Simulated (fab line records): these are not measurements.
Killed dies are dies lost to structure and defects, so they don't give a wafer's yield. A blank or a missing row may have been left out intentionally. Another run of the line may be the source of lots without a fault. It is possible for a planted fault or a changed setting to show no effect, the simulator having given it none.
Comparing a struck lot with a sound one ; flow ritCmos ; 15 out of 202 route steps
Sound: wafers L917.1, L917.4, L917.6. Wafers struck: L910.1, L910.5, L910.6. The cause is given at the end.
Order at every step that has rows: each side's tool, ch and its chambers, its first start. Under that, the readings that differ: sound wafers ; struck wafers ; difference of the means ; sigmas: that difference in standard deviations of wafers without a fault.
alike: readings with means less than 2 such deviations apart, plus words and numbers identical on both sides. not compared: withheld readings, readings lacking a value on some wafer, bounds such as >300 that could conceal the same value, and numbers that have no deviation in the record and whose values overlap.
The two part at a step that has a row with sigmas, a row that says differs or no value, or rows on one side only. Numbers that have no deviation but don't overlap get no sigmas and don't part them. A reading that every wafer of one side lacks parts them only if that side has two wafers or more.

RIT_PWELL_TW_MEAS_10:
  sound: filmMetro-01 at day 6 03:33; struck: filmMetro-04 at day 4 16:56
  alike: PWELL_TW
then, 1 step without rows for these wafers: RIT_WELLDRIVE_ANNEAL_00 (time 14700 s).
RIT_WELLDRIVE_RS_MEAS_01: a four-point-probe measurement.
  sound: filmMetro-04 at day 6 09:37; struck: filmMetro-02 at day 4 23:37
  alike: NWELL_RS
RIT_WELLDRIVE_RS_MEAS_02: a four-point-probe measurement.
  sound: filmMetro-04 at day 6 09:44; struck: filmMetro-02 at day 4 23:44
  alike: PWELL_RS
then, 6 steps without rows for these wafers: RIT_NRETRO_HMDS_00 (prime time 60 s); RIT_NRETRO_COAT_01 (resist thk 1300 nm); RIT_NRETRO_SOFTBAKE_02 (time 60 s); RIT_NRETRO_EXPOSE_03 (exposes mask M4, target cd 43900 nm); RIT_NRETRO_PEB_04; RIT_NRETRO_DEVELOP_05 (develop time 68 s).
RIT_NRETRO_OVL_MEAS_06:
  sound: overlay-01 at day 6 10:44; struck: overlay-02 at day 5 00:52
  alike: NRETRO_OVL
then, 1 step without rows for these wafers: RIT_NRETRO_HARDBAKE_07 (time 120 s).
RIT_NRETRO_IMPLANT_08:
  sound on implanter-01 ch 0, day 6 11:01; struck on implanter-04 ch 0, day 5 01:08
reading;sound;struck;difference;sigmas
tiltDeg (degrees);7.027 7.034 7.032;8.321 8.288 8.302;+1.273;+64
RIT_NRETRO_STRIP_09: strips in O2, time 180 s.
  sound on plasmaAsher-02 ch 0, day 6 11:10; struck on plasmaAsher-01 ch 0,1, day 5 01:17
  alike: chamberPressureMTorr, drypumpMotorCurrentA, rfReflPowerW
  not compared: rfHoursCounterH
RIT_M1_PROBE_99:
  rows exist in the record for the struck wafers here (prober-01, day 6 06:28), but not for the sound ones

WHERE THEY PART
First at RIT_NRETRO_IMPLANT_08; last, within this record, at RIT_M1_PROBE_99.

WHY: what had been put in by the simulator
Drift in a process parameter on implanter-04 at RIT_NRETRO_IMPLANT_08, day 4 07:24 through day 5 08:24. From 7, the setting tiltDeg moved by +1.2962. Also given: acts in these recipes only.
